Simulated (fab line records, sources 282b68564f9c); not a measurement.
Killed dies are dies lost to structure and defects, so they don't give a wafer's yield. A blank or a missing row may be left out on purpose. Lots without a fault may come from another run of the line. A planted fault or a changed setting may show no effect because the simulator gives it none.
Which tool did it? | flow rit_cmos | 15 lots, 45 wafers sampled, at 1 step of a route of 202

WHAT THE GAUGES READ, wafer by wafer
RIT_WELLDRIVE_RS_MEAS_02: measures by four-point-probe.
lot  | measured    | on            | PWELL_RS (ohm/sq)
L225 | day 2 17:16 | film_metro-03 | 432.5 432.6 433.6
L227 | day 3 01:40 | film_metro-01 | 434.4 433.1 434.1
L228 | day 3 05:37 | film_metro-01 | 432.1 431.3 431.3
L230 | day 3 15:49 | film_metro-01 | 431.1 433.2 430.4
L231 | day 3 20:55 | film_metro-03 | 433.6 434.4 433.3
L234 | day 4 12:00 | film_metro-03 | 432.8 433.6 434.0
L236 | day 4 21:46 | film_metro-01 | 433.3 433.6 433.1
L237 | day 5 02:38 | film_metro-01 | 432.0 432.8 432.4
L238 | day 5 06:47 | film_metro-01 | 432.7 433.1 432.7
L239 | day 5 13:11 | film_metro-04 | 432.4 432.9 433.5
L240 | day 5 16:56 | film_metro-03 | 431.3 433.2 432.0
L241 | day 5 22:01 | film_metro-04 | 433.1 434.9 435.7
L242 | day 6 04:29 | film_metro-04 | 433.4 432.1 431.9
L245 | day 6 18:50 | film_metro-04 | 431.3 429.8 430.7
L246 | day 6 23:07 | film_metro-04 | 433.1 436.1 434.8

WHICH TOOL RAN EACH LOT (tool, then ch and the chambers of the sampled wafers, then the start)
The record holds no process step before these readings.

WHAT THE TOOLS THEMSELVES READ (means of the sampled wafers that have a number; where no wafer has one, the mark that the record gives instead)
The record holds no such reading with a usual standard deviation.

THE ANSWER, worked out from the rows above alone
Rule: what is usual is taken from the lots themselves. Put in order of their means at a reading, lots are off if they are a third of the lots or fewer, leave a main group of 4 or more, and stand apart from it by a gap of 3 or more times the standard deviation of the main group's means; of several such gaps the widest counts. A main group whose means are all the same, to the digits that the tables above print for the reading, isn't used. A lot without any number at a reading at which 4 lots or more have one is off too. The other lots that the step has rows for count as sound. The gauges are gone through in route order, then the tools' own readings, and for those a lot's mean is taken as printed above. The first step at which some lot is off is used, and at that step the reading that is off furthest; a lot without a number counts as furthest.
No lot is off at any reading shown: from this, nothing can be told.

WHAT THE SIMULATOR HAD PUT IN
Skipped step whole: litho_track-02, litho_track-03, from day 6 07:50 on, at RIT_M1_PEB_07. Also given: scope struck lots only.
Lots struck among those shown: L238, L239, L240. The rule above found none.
